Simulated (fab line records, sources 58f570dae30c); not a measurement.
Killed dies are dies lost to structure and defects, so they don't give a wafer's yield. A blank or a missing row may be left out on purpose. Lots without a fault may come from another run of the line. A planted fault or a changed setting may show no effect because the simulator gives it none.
One fault seen from 2 desks | flow berkeley_cmos170 | each desk has only its own numbers; what lay behind them comes last

THE METROLOGY DESK
What the gauges read, lot by lot, whatever tool the lot ran on: means of the sampled wafers that have a number. A lot is out of limits, marked OUT, if its mean lies more than 4 standard deviations from the usual mean; the brackets give that distance.
Columns: A = cd_nm at UCB170_M3_CD_MEAS_15, usual 699.6 nm
lot  | first seen here | A
L636 | day 8 01:50     | 702.0
L635 | day 8 02:04     | 698.6
L637 | day 8 12:01     | 698.9
L638 | day 8 20:47     | 702.6
L640 | day 9 04:09     | 698.3
L641 | day 10 00:19    | 697.3
L645 | day 10 02:02    | 698.6
L643 | day 10 02:20    | 699.5
L649 | day 10 18:56    | 700.4
L646 | day 10 21:07    | 700.9
L648 | day 10 22:12    | 699.1
L650 | day 11 04:35    | 699.5
L658 | day 12 06:31    | 698.7
L654 | day 12 07:19    | 699.9
This desk's finding: nothing out of limits on any of the 14 lots.

THE TOOL OWNER'S DESK: litho_track-03
The tool's own readings at UCB170_V2_COAT_07 (resist thk 900 nm): means of the sampled wafers that have a number, for each lot that ran on this tool. A lot is out of limits, marked OUT, if its mean lies more than 4 standard deviations from the usual mean; the brackets give that distance.
Columns: A = spin_speed_rpm at UCB170_V2_COAT_07, usual 1500.2 rpm
lot  | first seen here | A
L637 | day 8 08:26     | 1499.9
L638 | day 8 16:46     | 1500.0
L640 | day 9 00:43     | 1498.8
L645 | day 9 18:38     | 1500.1
L646 | day 10 16:07    | 1501.3
L648 | day 10 17:01    | 1499.4
L654 | day 12 01:29    | 1498.5
This desk's finding: nothing out of limits on any of the 7 lots.

PUT TOGETHER
The metrology desk saw nothing out of limits.
The tool owner's desk saw nothing out of limits.

WHAT THE SIMULATOR HAD PUT IN
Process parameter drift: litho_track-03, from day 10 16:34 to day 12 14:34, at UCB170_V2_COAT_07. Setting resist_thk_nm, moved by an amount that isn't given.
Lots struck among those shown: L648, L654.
